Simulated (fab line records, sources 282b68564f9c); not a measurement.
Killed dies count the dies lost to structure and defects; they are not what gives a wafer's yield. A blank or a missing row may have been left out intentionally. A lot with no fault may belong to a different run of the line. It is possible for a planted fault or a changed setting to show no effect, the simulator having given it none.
Tool commonality check + flow rit-cmos + Sampled: 14 lots, 42 wafers

## REASON FOR OPENING
RIT_GATE_OVL_MEAS_17, reading GATE_OVL: flagged on 2 of 14 lots. Wafers without a fault read 0.2 nm, standard deviation 1.7.
Rule: flag the lot when none of its wafers has a number, or when each of its wafers that has one lies beyond 4 standard deviations from that mean. As for the other lots, they are considered sound.

| lot  | measured    | on         | GATE_OVL (nm), wafer by wafer | flag    |
|------|-------------|------------|-------------------------------|---------|
| L189 | day 2 15:17 | overlay-02 | -0.1 -2.4 -0.2                |         |
| L190 | day 2 19:13 | overlay-02 | 1.4 -0.6 0.2                  |         |
| L191 | day 2 22:27 | overlay-01 | 1.2 2.0 0.1                   |         |
| L193 | day 3 10:44 | overlay-01 | 0.2 0.7 1.1                   |         |
| L197 | day 4 04:32 | overlay-01 | -0.8 -0.9 -0.8                |         |
| L198 | day 4 10:30 | overlay-02 | 0.6 0.4 1.8                   |         |
| L199 | day 4 15:29 | overlay-01 | 0.9 3.1 -0.3                  |         |
| L201 | day 5 00:07 | overlay-02 | 1.5 1.2 0.3                   |         |
| L202 | day 5 04:47 | overlay-01 | -1.8 -1.6 -1.6                |         |
| L203 | day 5 11:27 | overlay-01 | 0.7 0.0 0.0                   |         |
| L204 | day 5 15:55 | overlay-02 | -1.0 0.1 -0.8                 |         |
| L205 | day 6 01:05 | overlay-02 | 240.4 241.5 239.7             | FLAGGED |
| L206 | day 6 03:04 | overlay-02 | 3.1 3.1 2.7                   |         |
| L208 | day 6 16:13 | overlay-01 | 243.6 243.7 244.4             | FLAGGED |
On average the flagged lots read 242.2 nm, which is +242.0 nm against the usual, or +99 or more standard deviations.

## LOT BY LOT: THE TOOL USED
The record keeps 1 process step preceding the reading, out of 202 steps on the route. Each cell gives the tool, then ch followed by the chambers the sampled wafers passed through, then the start.
| lot  | flag    | RIT_GATE_EXPOSE_13                 |
|------|---------|------------------------------------|
| L189 |         | iline-stepper-02 ch 0, day 2 14:46 |
| L190 |         | iline-stepper-01 ch 0, day 2 18:42 |
| L191 |         | iline-stepper-01 ch 0, day 2 21:56 |
| L193 |         | iline-stepper-01 ch 0, day 3 10:12 |
| L197 |         | iline-stepper-01 ch 0, day 4 03:57 |
| L198 |         | iline-stepper-01 ch 0, day 4 09:49 |
| L199 |         | iline-stepper-01 ch 0, day 4 14:58 |
| L201 |         | iline-stepper-02 ch 0, day 4 23:36 |
| L202 |         | iline-stepper-01 ch 0, day 5 04:17 |
| L203 |         | iline-stepper-01 ch 0, day 5 10:56 |
| L204 |         | iline-stepper-02 ch 0, day 5 15:23 |
| L205 | FLAGGED | iline-stepper-01 ch 0, day 6 00:35 |
| L206 |         | iline-stepper-02 ch 0, day 6 02:33 |
| L208 | FLAGGED | iline-stepper-01 ch 0, day 6 15:43 |
What is done by these steps:
- RIT_GATE_EXPOSE_13: exposes mask M6, target cd 150 nm.
- RIT_GATE_OVL_MEAS_17

## FLAGGED AGAINST TOTAL, ONE TOOL AT A TIME (gauges that did the reading follow at the end)
| step                 | tool             | lots run | flagged | share of the flagged lots | sound lots run after its first flagged lot |
|----------------------|------------------|----------|---------|---------------------------|--------------------------------------------|
| RIT_GATE_EXPOSE_13   | iline-stepper-01 | 10       | 2       | all                       | 0                                          |
| RIT_GATE_EXPOSE_13   | iline-stepper-02 | 4        | 0       | none                      | -                                          |
| RIT_GATE_OVL_MEAS_17 | overlay-01       | 7        | 1       | some                      | 0                                          |
| RIT_GATE_OVL_MEAS_17 | overlay-02       | 7        | 1       | some                      | 1 (L206)                                   |

## WHAT THE TABLE ALLOWS
In the table, 1 row covers all flagged lots: iline-stepper-01 at RIT_GATE_EXPOSE_13.
- iline-stepper-01 at RIT_GATE_EXPOSE_13 ran 10 lots, 2 of them flagged. Its last sound lot is L203 (day 5 10:56), its first flagged lot L205 (day 6 00:35): a fault that began between those two fits.
Left over: one tool, iline-stepper-01 at RIT_GATE_EXPOSE_13.

## WHAT WAS PUT IN BY THE SIMULATOR
Scanner matching overlay: iline-stepper-01, from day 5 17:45 on, at RIT_GATE_EXPOSE_13. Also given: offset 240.
Lots struck among those shown: L205, L208. This agrees with what the rule above found.
